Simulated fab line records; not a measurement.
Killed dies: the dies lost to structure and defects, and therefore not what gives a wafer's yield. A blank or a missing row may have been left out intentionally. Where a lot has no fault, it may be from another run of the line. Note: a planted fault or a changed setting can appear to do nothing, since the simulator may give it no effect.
A struck lot beside a sound one | flow berkeley cmos170 | 33 out of 331 route steps
Sound: these wafers, L494.1, L494.2, L494.6. Struck: wafers L489.4, L489.5, L489.6. The cause is given at the end.
Order at every step that has rows: each side's tool, ch and its chambers, its first start. Under that, the readings that differ: sound wafers | struck wafers | difference of the means | sigmas: that difference in standard deviations of wafers without a fault.
alike: readings whose means differ by less than 2 such deviations, and words and numbers that are the same on both sides. not compared: withheld readings, readings that some wafer has no value for, bounds like >300 that may hide the same value, and numbers for which the record gives no deviation and whose values overlap.
Wherever a step has rows on one side only, a row that says differs or no value, or a row with sigmas, the two part there. When numbers do not overlap yet have no deviation, they are printed without sigmas and do not part them. A reading that every wafer of one side lacks parts them only if that side has two wafers or more.

UCB170_SDANNEAL_RTA_01: time 5 s.
  sound on rtp anneal-01 ch 0, day 10 11:10; struck on rtp anneal-02 ch 0, day 9 13:41
  reading            | sound          | struck         | difference | sigmas
  lamp power pct (%) | 31.9 32.0 31.9 | 32.5 32.6 32.6 | +0.6       | +2
  alike: wafer_temp_C_max
UCB170_SDANNEAL_RS_MEAS_02: uses a four-point probe to measure.
  sound on film metro-04 at day 10 11:14; struck on film metro-01 at day 9 13:48
  alike: PSD_RS
UCB170_SDANNEAL_RS_MEAS_03: uses a four-point probe to measure.
  sound on film metro-04 at day 10 11:21; struck on film metro-01 at day 9 13:55
  alike: NSD_RS
UCB170_SDANNEAL_RS_MEAS_04: uses a four-point probe to measure.
  sound on film metro-04 at day 10 11:28; struck on film metro-01 at day 9 14:02
  alike: PLDD_RS
UCB170_SDANNEAL_RS_MEAS_05: uses a four-point probe to measure.
  sound on film metro-04 at day 10 11:35; struck on film metro-01 at day 9 14:10
  alike: NLDD_RS
then, 1 step without rows for these wafers: UCB170_SILICIDE_PRE_CLEAN_00 (preclean etch time 60 s).
UCB170_SILICIDE_SPUTTER_01: material Ti, target thk 30 nm, time 25 s.
  sound on pvd sputter-01 at day 10 11:47; struck on pvd sputter-03 at day 9 14:17
  alike: throttle valve pct
UCB170_SILICIDE_RS_MEAS_02: uses a four-point probe to measure.
  sound on film metro-02 at day 10 11:49; struck on film metro-03 at day 9 14:22
  alike: SILICIDE_TI_RS
UCB170_SILICIDE_THK_MEAS_03: measures by xrf.
  sound on film metro-02 at day 10 11:56; struck on film metro-03 at day 9 14:28
  alike: SILICIDE_TI_THK
UCB170_SILICIDE_RTA_04: time 15 s.
  sound on rtp anneal-01 ch 0, day 10 11:59; struck on rtp anneal-01 ch 0, day 9 14:32
  alike: lamp power pct, wafer_temp_C_max
then, 2 steps without rows for these wafers: UCB170_SILICIDE_WET_ETCH_05 (etches Ti in SPM, time 45 s); UCB170_CONTACT_CLEAN_00 (cleans in SPM, time 600 s).
UCB170_CONTACT_CVD_01: deposits PSG from SiH4/O2/PH3, target thk 700 nm, time 2820 s.
  sound on lpcvd-01 ch 1, day 10 14:11; struck on lpcvd-02 ch 1, day 9 15:58
  no value came back on the struck wafers for o2 flow sccm (sccm), ph3 flow sccm (sccm), susceptor temp C (C), zone power load pct (%); on the sound wafers o2 flow sccm (sccm) reads 89.96 90.13 90.16
then, 12 steps without rows for these wafers: UCB170_CONTACT_HMDS_03 (prime time 60 s); UCB170_CONTACT_COAT_04 (resist thk 900 nm); UCB170_CONTACT_SOFTBAKE_05 (time 60 s); UCB170_CONTACT_STRIP_06 (strips in O2); UCB170_CONTACT_CLEAN_07 (cleans in SPM, time 600 s); UCB170_CONTACT_RTA_08 (time 10 s); UCB170_CONTACT_COAT_09; UCB170_CONTACT_COAT_10 (resist thk 900 nm); UCB170_CONTACT_SOFTBAKE_11 (time 60 s); UCB170_CONTACT_EXPOSE_12 (exposes mask CONT, target cd 700 nm); UCB170_CONTACT_PEB_13; UCB170_CONTACT_DEVELOP_14 (develop time 45 s).
UCB170_CONTACT_CD_MEAS_15: the cd target is 700 nm.
  sound wafers here have rows in the record (cd sem-01, day 10 18:34); struck ones have none
UCB170_CONTACT_OVL_MEAS_16:
  sound wafers here have rows in the record (overlay-01, day 10 18:41); struck ones have none
UCB170_CONTACT_ETCH_17: etches BARC in N2/H2.
  the record has rows for the sound wafers here (rie diel-04 ch 0,1, day 10 18:43) and none for the struck ones
UCB170_CONTACT_ETCH_18: etches PSG in CHF3/CF4/Ar, stops on TiSi2, target depth 840 nm, time 195 s.
  the record has rows for the sound wafers here (rie diel-04 ch 0,1) and none for the struck ones
UCB170_CONTACT_STRIP_19: strips in O2.
  the record has rows for the sound wafers here (plasma asher-04 ch 0,1, day 10 18:53) and none for the struck ones
UCB170_CONTACT_CD_MEAS_90: the cd target is 700 nm.
  sound wafers here have rows in the record (cd sem-02, day 10 18:59); struck ones have none
then, 2 steps without rows for these wafers: UCB170_CONTACT_CLEAN_20 (cleans in SPM, time 600 s); UCB170_M3_PROBE_99.

== WHERE THEY PART ==
Last at UCB170_CONTACT_CD_MEAS_90 as far as this record goes, first at UCB170_SDANNEAL_RTA_01.

WHY: the cause the simulator had injected
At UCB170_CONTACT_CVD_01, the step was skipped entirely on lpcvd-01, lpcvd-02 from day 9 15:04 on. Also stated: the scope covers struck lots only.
